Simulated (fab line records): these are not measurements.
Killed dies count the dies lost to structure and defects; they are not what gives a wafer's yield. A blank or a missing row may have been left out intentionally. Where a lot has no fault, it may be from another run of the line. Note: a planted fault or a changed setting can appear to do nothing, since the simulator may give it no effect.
Lot-split experiment -- flow berkeley-cmos170 -- 23 wafers read from 5 lots, route of 331 steps

== THE SPLIT ITSELF ==
At UCB170_WELLDRIVE_OXIDATION_01 (target thk 199 nm, ox time 9000 s), the setting temp-c was moved away from the recipe's 1100 C on 10 of the 23 wafers read, by -2.5% to -1.1%. For the rest of the wafers, this setting stayed at what the recipe calls for.

The reading comes from the split's own step.

== THE READING ==
SiO2_of_WELLDRIVE_OXIDATION_01.thk-nm (the simulator's own value, which no gauge read), in nm, at UCB170_WELLDRIVE_OXIDATION_01 (target thk 199 nm, ox time 9000 s). The file does not state a usual value for it. Here, 13 wafers ran the recipe; their average is 198.8 nm with a standard deviation of 5.1 nm.

wafer,"tool, chamber at the split","temp-c as run, C",against the recipe,"SiO2_of_WELLDRIVE_OXIDATION_01.thk-nm, nm",against lot-mates on the recipe
L074.1,"-, -",1073,-2.5%,167.9,no lot-mate on the recipe
L074.2,"-, -",1073,-2.5%,170.8,no lot-mate on the recipe
L074.3,"-, -",1073,-2.5%,168.1,no lot-mate on the recipe
L074.5,"-, -",1073,-2.5%,167.7,no lot-mate on the recipe
L074.6,"-, -",1073,-2.5%,169.8,no lot-mate on the recipe
L077.1,"-, -",1100,recipe,203.5,-
L077.2,"-, -",1100,recipe,204.9,-
L077.3,"-, -",1100,recipe,203,-
L077.5,"-, -",1100,recipe,209.2,-
L077.6,"-, -",1100,recipe,202.7,-
L078.2,"-, -",1100,recipe,196.4,-
L078.5,"-, -",1100,recipe,196.4,-
L078.3,"-, -",1100,recipe,197.8,-
L078.4,"-, -",1100,recipe,197.4,-
L078.6,"-, -",1100,recipe,195,-
L082.2,"furnace-03, 0",1100,recipe,191.2,-
L082.4,"furnace-03, 0",1100,recipe,194.7,-
L082.5,"furnace-03, 0",1100,recipe,192.6,-
L085.1,"-, -",1088,-1.1%,188.5,no lot-mate on the recipe
L085.2,"-, -",1088,-1.1%,190.6,no lot-mate on the recipe
L085.3,"-, -",1088,-1.1%,189.2,no lot-mate on the recipe
L085.4,"-, -",1088,-1.1%,187.9,no lot-mate on the recipe
L085.6,"-, -",1088,-1.1%,187.6,no lot-mate on the recipe

FIT RESULTS
A straight line over all 23 wafers: SiO2_of_WELLDRIVE_OXIDATION_01.thk-nm changes by +12 nm for each +1% of temp-c; r = +0.94; the points scatter about the line by 4.3 nm.
Too few moved wafers have a lot-mate on the recipe to fit a line with each lot's own level taken away.

== THE FILE'S OWN FIT ==
SiO2_of_WELLDRIVE_OXIDATION_01.thk-nm changes by +12 nm for each +1% of temp-c, r = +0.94.
